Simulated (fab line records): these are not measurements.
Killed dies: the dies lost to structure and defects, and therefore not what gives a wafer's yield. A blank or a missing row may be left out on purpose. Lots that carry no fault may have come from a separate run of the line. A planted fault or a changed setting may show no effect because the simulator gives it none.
Problem report in the 8D (eight disciplines) form, filled by code ; flow ritCmos ; the parts of the form that need people (team, actions taken, sign-off) are left out

== 1. THE PROBLEM ==
cdNm at RIT_ACTIVE_CD_MEAS_11 reads a mean of 1379.8 nm on 3 wafers of 1 lot; wafers without a fault read 1400.2 nm with a standard deviation of 2. That puts it -10 standard deviations away from the usual mean.
The step: target cd 1400 nm.
First observed at day 5 19:25: wafer L407.1, on cdSem-01. Wafers with a number at this step in the record: 39, from 13 lots. Rule for "out", or "out of limits": more than 4 standard deviations from the usual mean. The rest of the wafers with a number are treated as sound.

== 2. WHAT IT IS, AND WHAT IT ISN'T ==
question;is;is not
which readings at this step;cdNm;-
which lots;L407;L387, L388, L389, L391, L392, L394, L395, L396, L397, L398, L400, L402
which wafers of those lots;all that have a number;-
read on which gauges;cdSem-01;cdSem-02
when;from day 5 19:25;up to then (36 sound wafers)

== 3. THE SUSPECTS, EACH WITH WHAT RULES IT OUT ==
Counting: a tool stays on the suspect list if, at a process step up to the reading, it processed all lots that are out and no sound lot following the first of them.
- ruled out: the gauge at RIT_ACTIVE_CD_MEAS_11. All the wafers that are out were read on cdSem-01, but those of them that RIT_ACTIVE_EXPOSE_08 has rows for are out there too, on other tools.
- ilineStepper-01 at RIT_ACTIVE_EXPOSE_08 (exposes mask M1, target cd 1400 nm): kept. It ran the lot that is out, L407 (day 5 19:01), and no sound lot after that; its last sound lot up to then is L402 (day 4 17:29). On those wafers its own readings are out: exposureDoseMJCm2.
Remaining after the count: ilineStepper-01 at RIT_ACTIVE_EXPOSE_08.

== 4. THE CAUSE (what the simulator had put in) ==
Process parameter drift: ilineStepper-01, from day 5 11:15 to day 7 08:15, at RIT_ACTIVE_EXPOSE_08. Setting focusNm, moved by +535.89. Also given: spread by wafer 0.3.
After counting, this tool was the only one left.

== 5. SEQUENCE OF EFFECTS, ordered by route ==
One row per reading whose mean, taken over the struck wafers that have a number, lies over 3 standard deviations from the usual. Only readings for which the record gives a usual standard deviation are gone through. hours: the time from each lot's start at the first step in this table that gives one to its start at this step, as a median over the lots. sigmas: the change in usual standard deviations.
hours;step;reading;usual;on struck wafers;change;sigmas
0;RIT_ACTIVE_EXPOSE_08;exposureDoseMJCm2;224.90;221.68;-3.22;-15
0;RIT_ACTIVE_CD_MEAS_11;cdNm;1400.2 nm;1379.8;-20.4;-10
It contains these process steps:
- RIT_ACTIVE_EXPOSE_08: exposes mask M1, target cd 1400 nm.
Later steps that measure or inspect, where all struck wafers having a row at the step show a number for every such reading and not one has moved that far: RIT_FOX2_THK_MEAS_01, RIT_FOX2_THK_MEAS_90, RIT_SPACER_THK_MEAS_04.

== 6. HOW IT WOULD HAVE BEEN CAUGHT EARLIER ==
The first out-of-limits reading at a measuring or inspecting step in this record came at day 5 19:25, 8 hours after the fault's start at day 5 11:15.
At RIT_ACTIVE_EXPOSE_08, the tool's own readings (exposureDoseMJCm2) were out on each struck wafer the step has a row for, so an alarm limit on them would have fired on the first such wafer.
By day 5 19:25 the whole set of lots that are out, 1 in number, had already begun RIT_ACTIVE_EXPOSE_08 on ilineStepper-01. Holding the tool at that point would not have protected any of them.
